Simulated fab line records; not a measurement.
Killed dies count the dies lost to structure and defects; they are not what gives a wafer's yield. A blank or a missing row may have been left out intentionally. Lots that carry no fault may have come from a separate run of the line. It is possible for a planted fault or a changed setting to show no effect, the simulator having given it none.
fab line records ; flow ritCmos
[record] lots = 6; wafers = 18; lastDay = 6
route steps=202 shown PLDD@118 SPACER@125 NSD@131
lots that met no fault: taken from a fault-free run of the same line
startH: start of the lot's first displayed wafer, in hours after the record's first day ; waitH: hours elapsed since this lot's preceding step ; " unchanged from the row above ; L1.1+2: a single row standing in for several wafers ; - no value, or no start was given ; * or withheld: withheld ; < > ~ a bound
route shown NAME@n: NAME is a module with steps in the file, n the number in the route of the first one ; usual: the fault-free wafers' mean and standard deviation ; same: alike in all rows ; chamber/n: place in a boat ; sites: the reading at each site ; _std_site: the standard deviation of these ; _edge_site: the outer-site mean with the inner-site mean subtracted ; radiusMm: for every site, how far away it sits from the centre of the wafer ; mask NAME#n: copy n ; behind: the most recent tool/chamber to have shaped the wafer ; hold: why the lot went on hold/how many hours it stayed there/how the hold came to an end ; device: the n, p or np transistor that did not switch ; end of line: the same wafers' tests at the end of the route ; a step given without rows: its recipe and nothing more ; killed: the dies lost at the first sort to structure and to defects; this is not the yield of the wafer ; map: dies across one wafer; x = killed, . = not, _ = none there
set.NAME: the run value of the setting; set.NAME@STEP: its run value at that earlier step ; model.NAME: the simulator's own value behind a step, which no gauge read
certain route steps with their lots: each step a table, each wafer a row
services: from which hour (startH, from the record's first day; less than 0 if before it) a tool's chamber was out of use, for how many hours, and why
[[steps]]
[step RIT_PLDD_PEB_04]
[recipe] resist = NOVOLAK; tempC = withheld; timeS = withheld
[step RIT_PLDD_DEVELOP_05]
[recipe] resist = NOVOLAK; developTimeS = 50; devTempC = 23
[step RIT_PLDD_OVL_MEAS_06]
[usual] PLDD_OVL = 0.7/1.4
lot.wafer;tool;chamber;startH;waitH;PLDD_OVL[nm]
L548.1;overlay-02;-;66.82;-;-1.4
L548.5;overlay-02;-;66.82;-;0.6
L548.6;overlay-02;-;66.82;-;0.6
L553.2;overlay-02;-;84.54;-;1.3
L553.4;overlay-02;-;84.54;-;-0.2
L553.6;overlay-02;-;84.54;-;-0.9
L558.3;overlay-01;-;109.69;-;-0.1
L558.4;overlay-01;-;109.69;-;0.2
L558.5;overlay-01;-;109.69;-;-0.3
L559.4;overlay-02;-;112.30;-;2.4
L559.5;overlay-02;-;112.30;-;-0.3
L559.6;overlay-02;-;112.30;-;0.5
L560.2;overlay-02;-;118.93;-;1.7
L560.4;overlay-02;-;118.93;-;-0.3
L560.6;overlay-02;-;118.93;-;0.8
L561.3;overlay-01;-;123.80;-;1.2
L561.4;overlay-01;-;123.80;-;1.7
L561.6;overlay-01;-;123.80;-;0.1
[step RIT_PLDD_HARDBAKE_07]
[recipe] resist = NOVOLAK; tempC = 140; timeS = 60
[step RIT_PLDD_IMPLANT_08]
[recipe] species = BF2; energyKev = 20; doseCm2 = 9e+14; tiltDeg = 7
[step RIT_PLDD_STRIP_09]
[recipe] chemistry = O2; timeS = 180; resist = NOVOLAK; platenTempC = withheld; powerW = 500; pressureMtorr = 4000; o2FlowSccm = 4000
[usual] chamberPressureMTorr = 4000/3.5; drypumpMotorCurrentA = 6.3/0.32
lot.wafer;tool;chamber;startH;waitH;chamberPressureMTorr;drypumpMotorCurrentA;rfHoursCounterH
L548.1;plasmaAsher-03;1;67.24;0.1;3990;6.2;42
L548.5;plasmaAsher-03;1;67.24;0.1;3996;6.2;-
L548.6;plasmaAsher-03;0;67.24;0.1;3997;6.6;-
L553.2;plasmaAsher-04;1;84.95;0.1;3999;5.7;30
L553.4;plasmaAsher-04;0;84.95;0.1;3998;6.6;-
L553.6;plasmaAsher-04;0;84.95;0.1;4002;6.6;-
L558.3;plasmaAsher-04;1;110.08;0.1;4007;5.8;-
L558.4;plasmaAsher-04;0;110.08;0.1;4001;6.6;-
L558.5;plasmaAsher-04;1;110.08;0.1;4000;5.7;-
L559.4;plasmaAsher-03;0;112.67;0.1;4000;6.6;-
L559.5;plasmaAsher-03;1;112.67;0.1;3998;6.2;-
L559.6;plasmaAsher-03;0;112.67;0.1;4005;6.6;-
L560.2;plasmaAsher-01;0;119.26;0.1;3999;6.3;0
L560.4;plasmaAsher-01;0;119.26;0.1;3999;6.3;-
L560.6;plasmaAsher-01;0;119.26;0.1;4004;6.3;-
L561.3;plasmaAsher-04;1;124.18;0.1;4004;5.7;-
L561.4;plasmaAsher-04;0;124.18;0.1;3997;6.6;-
L561.6;plasmaAsher-04;0;124.18;0.1;3999;6.6;-
[step RIT_PLDD_TW_MEAS_10]
[usual] PLDD_TW = 2347/30
lot.wafer;tool;chamber;startH;waitH;PLDD_TW
L548.1;filmMetro-01;-;67.42;0.1;2332
L548.5;filmMetro-01;-;67.42;0.1;2340
L548.6;filmMetro-01;-;67.42;0.1;2340
L553.2;filmMetro-02;-;85.14;0.1;2398
L553.4;filmMetro-02;-;85.14;0.1;2396
L553.6;filmMetro-02;-;85.14;0.1;2393
L558.3;filmMetro-03;-;110.21;0.1;2307
L558.4;filmMetro-03;-;110.21;0.1;2314
L558.5;filmMetro-03;-;110.21;0.1;2309
L559.4;filmMetro-03;-;112.82;0.1;2318
L559.5;filmMetro-03;-;112.82;0.1;2315
L559.6;filmMetro-03;-;112.82;0.1;2312
L560.2;filmMetro-03;-;119.44;0.1;2330
L560.4;filmMetro-03;-;119.44;0.1;2316
L560.6;filmMetro-03;-;119.44;0.1;2318
L561.3;filmMetro-02;-;124.32;0.1;2392
L561.4;filmMetro-02;-;124.32;0.1;2395
L561.6;filmMetro-02;-;124.32;0.1;2406
[step RIT_SPACER_CLEAN_00]
[recipe] chemistry = SC1; mix = 3:3:50; timeS = 600; tempC = 75
[step RIT_SPACER_CLEAN_01]
[recipe] chemistry = dHF; dilution = 50:1; timeS = 30
[step RIT_SPACER_CLEAN_02]
[recipe] chemistry = SC2; mix = 3:3:50; timeS = 600; tempC = 75; dry = n2Spin
[step RIT_SPACER_CVD_03]
[recipe] material = Si3N4; targetThkNm = 250; tempC = 810; precursor = SiH2Cl2/NH3; timeS = 3300; pressureMtorr = 300; sih2cl2FlowSccm = 60; nh3FlowSccm = 150
[step RIT_SPACER_THK_MEAS_04]
[recipe] reads = Si3N4_of_SPACER_CVD_03
[usual] SPACER_NITRIDE_THK = 249.8/2.1
lot.wafer;tool;chamber;startH;waitH;SPACER_NITRIDE_THK[nm]
L548.1;filmMetro-03;-;69.94;0.0;250.6
L548.5;filmMetro-03;-;69.94;0.0;253.1
L548.6;filmMetro-03;-;69.94;0.0;253.6
L553.2;filmMetro-03;-;87.48;0.0;250.8
L553.4;filmMetro-03;-;87.48;0.0;252.0
L553.6;filmMetro-03;-;87.48;0.0;251.8
L558.3;filmMetro-01;-;112.57;0.0;249.8
L558.4;filmMetro-01;-;112.57;0.0;249.2
L558.5;filmMetro-01;-;112.57;0.0;248.6
L559.4;filmMetro-04;-;115.18;0.0;248.6
L559.5;filmMetro-04;-;115.18;0.0;247.6
L559.6;filmMetro-04;-;115.18;0.0;247.4
L560.2;filmMetro-04;-;122.75;0.0;246.6
L560.4;filmMetro-04;-;122.75;0.0;245.9
L560.6;filmMetro-04;-;122.75;0.0;247.2
L561.3;filmMetro-01;-;127.62;0.0;250.1
L561.4;filmMetro-01;-;127.62;0.0;250.0
L561.6;filmMetro-01;-;127.62;0.0;249.1
[step RIT_SPACER_ETCHBACK_05]
[recipe] targetDepthA = 2500; SF6_flow_sccm = 30; CHF3_flow_sccm = 30; target = Si3N4; chemistry = SF6/CHF3; pressureMtorr = 40; rfW = 250; timeS = 240; stopOn = SiO2
[usual] chamberPressureMTorr = 40.00/0.037; drypumpMotorCurrentA = 5.8/0.31; oesProductAu = 0.842/0.014; throttleValvePct = 10.23/0.17
lot.wafer;tool;chamber;startH;waitH;chamberPressureMTorr;drypumpMotorCurrentA;oesProductAu;rfHoursCounterH;throttleValvePct;model.etch.depthNm;model.poly-Si_of_GATE_CVD_08.thkNm;model.Si3N4_of_SPACER_CVD_03.thkNm
L548.1;rieDiel-04;3;70.00;0.1;40.02;5.3;0.847;35;10.19;250.6;163.6;194.8
L548.5;rieDiel-04;2;70.00;0.1;39.92;6.0;0.858;-;10.10;253;169.2;199.8
L548.6;rieDiel-04;3;70.00;0.1;40.01;5.4;0.851;-;10.19;253.6;165.4;197.6
L553.2;rieDiel-02;2;87.53;0.0;39.97;6.1;0.831;155;10.16;250.5;167.1;195.3
L553.4;rieDiel-02;1;87.53;0.0;40.00;5.4;0.848;118;10.59;252.2;167.5;197.6
L553.6;rieDiel-02;0;87.53;0.0;40.00;5.7;0.829;-;10.14;251.6;170.7;199.4
L558.3;rieDiel-03;0;112.61;0.0;40.06;5.2;0.872;106;10.40;249.7;164.6;193.9
L558.4;rieDiel-03;3;112.61;0.0;40.00;6.3;0.845;0;10.38;249.2;167.5;194.4
L558.5;rieDiel-03;0;112.61;0.0;40.04;5.2;0.876;-;10.37;248.8;165.3;193.1
L559.4;rieDiel-04;1;115.28;0.1;39.98;5.8;0.831;-;10.24;248.5;169.9;191.4
L559.5;rieDiel-04;3;115.28;0.1;40.01;5.3;0.836;-;10.20;247.5;171.5;192.6
L559.6;rieDiel-04;0;115.28;0.1;40.00;5.9;0.657;-;10.12;170.5;203.9;218.1
L560.2;rieDiel-04;1;122.80;0.0;39.89;5.8;0.823;3;10.20;246.4;168.6;190.1
L560.4;rieDiel-04;3;122.80;0.0;40.03;5.4;0.829;-;10.19;246;167.4;191.7
L560.6;rieDiel-04;0;122.80;0.0;39.94;5.9;0.657;-;10.13;169.4;200.9;218.1
L561.3;rieDiel-03;1;127.66;0.0;40.07;5.3;0.867;10;10.06;250.1;170.1;198.7
L561.4;rieDiel-03;2;127.66;0.0;40.03;5.6;0.828;-;10.49;249.9;168.3;195.9
L561.6;rieDiel-03;1;127.66;0.0;39.91;5.3;0.858;-;10.05;249;165.8;197
[step RIT_NSD_HMDS_00]
[recipe] primeTimeS = 60; primeTempC = 140
[[services]]
tool;chamber;startH;hours;kind
plasmaAsher-03;-;53.22;1.4;repair
rieDiel-03;3;66.55;-;clean
rieDiel-03;3;66.55;23.9;scheduledDown
rieDiel-03;3;66.55;23.9;ventCycle
rieDiel-02;-;69.61;0.8;repair
rieDiel-04;-;75.58;2.8;pm
rieDiel-03;-;82.63;1.3;repair
rieDiel-04;-;87.53;0.4;repair
rieDiel-03;-;92.45;0.4;repair
plasmaAsher-01;-;108.75;9.0;pm
plasmaAsher-01;0;108.75;9.0;ventCycle
plasmaAsher-01;1;108.75;9.0;ventCycle
rieDiel-04;2;109.46;16.7;repair
rieDiel-02;2;111.94;8.3;repair
plasmaAsher-03;-;116.76;2.8;pm
plasmaAsher-01;0;117.75;-;clean
plasmaAsher-01;1;117.75;-;clean
rieDiel-03;0;126.46;5.0;repair
[[key]]
[firstSign] step = RIT_SPACER_ETCHBACK_05; reading = oesProductAu; direction = down; sigmas = 13; usual = 0.842; struck = 0.657
effect none on later readings
[modelEffect] step = RIT_SPACER_ETCHBACK_05; value = etch.depthNm; without = 247.1; struck = 169.9
metAt RIT_SPACER_ETCHBACK_05
struckWafers L559.6,L560.6
laterRowsLeftOut L559.6,L560.6
sortLeftOut L559.6,L560.6
testerLeftOut L559,L560
[fault] kind = processParameterDrift; tool = rieDiel-04; chamber = 0; onsetH = 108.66; steps = RIT_SPACER_ETCHBACK_05; channel = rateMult; offset = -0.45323; shape = step; endH = 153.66
// testerLeftOut: of these lots the tester's yield and bins aren't shown, on N5 and GAA mostly nor the transistor test; their killed dies are dies lost to structure and defects alone, not to doping, threshold or leakage, so they don't give the yield
// sortLeftOut: the simulated sort isn't trusted on such a fault, so these wafers' sort isn't shown, and their yield isn't known
// laterRowsLeftOut: the simulator's readings of these wafers behind a module that went badly wrong aren't trusted and aren't shown, but for the sort
